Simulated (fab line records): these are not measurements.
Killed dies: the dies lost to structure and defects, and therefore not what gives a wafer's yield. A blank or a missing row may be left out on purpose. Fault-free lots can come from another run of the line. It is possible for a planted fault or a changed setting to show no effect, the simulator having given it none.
Problem report in the 8D (eight disciplines) form, filled by code | flow rit_cmos | the parts of the form that need people (team, actions taken, sign-off) are left out

1. WHAT IS WRONG
heater_power_total_W at RIT_NWELL_SOFTBAKE_02 reads a mean of 28.57 W on 6 wafers of 2 lots; wafers without a fault read 34.57 W with a standard deviation of 0.047. That is -99 or more standard deviations from the usual mean.
The step: time 60 s.
First observed at day 4 13:05: wafer L826.1, on litho_track-03. At this step, 18 wafers from 6 lots have a number in the record. Rule for "out" (also "out of limits"): further than 4 standard deviations from the usual mean. The other wafers with a number count as sound.

2. WHAT IT IS, AND WHAT IT ISN'T
question                    | is                                 | is not
which readings at this step | heater_power_total_W, plate_temp_C | -
which lots                  | L826, L831                         | L817, L821, L829, L833
which wafers of those lots  | all that have a number             | -
read on which tools         | litho_track-03                     | litho_track-01, litho_track-04
when                        | from day 4 13:05                   | up to then (6 sound wafers); but 6 sound wafers of L829, L833 came after

3. THE SUSPECTS, EACH WITH WHAT RULES IT OUT
Counting: a tool stays on the suspect list if, at a process step up to the reading, it processed all lots that are out and no sound lot following the first of them.
- litho_track-03 at RIT_NWELL_SOFTBAKE_02 (time 60 s): kept. It processed each lot that is out, first L826 at day 4 13:05, and no sound lot thereafter; up to then, the last sound lot it processed was L821 at day 3 12:12. Its own heater_power_total_W, plate_temp_C readings are out on those wafers.
Left after counting: litho_track-03 at RIT_NWELL_SOFTBAKE_02.

4. THE CAUSE (what the simulator had put in)
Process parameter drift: litho_track-03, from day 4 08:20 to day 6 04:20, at RIT_NWELL_SOFTBAKE_02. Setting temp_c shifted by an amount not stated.
Counting left only this tool.

5. THE CHAIN OF EFFECTS, in route order
One row per reading whose mean, taken over the struck wafers that have a number, lies over 3 standard deviations from the usual. Scope: only readings with a usual standard deviation given in the record; hours: median across lots of the time from each lot's start at the first step in this table that gives one to its start at this step; sigmas: change in usual standard deviations.
hours | step                  | reading              | usual   | on struck wafers | change | sigmas
0     | RIT_NWELL_SOFTBAKE_02 | heater_power_total_W | 34.57 W | 28.57            | -6.00  | -99 or more
0     | RIT_NWELL_SOFTBAKE_02 | plate_temp_C         | 89.99 C | 78.88            | -11.11 | -85
Its process steps:
- RIT_NWELL_SOFTBAKE_02: time 60 s.
Later measuring or inspecting steps at which every struck wafer that the step has a row for has a number for every such reading, and none has moved that far: RIT_NWELL_OVL_MEAS_06.

6. HOW IT WOULD HAVE BEEN CAUGHT EARLIER
In this record the first reading out of limits was taken at day 4 13:05, 5 hours after the fault began at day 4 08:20.
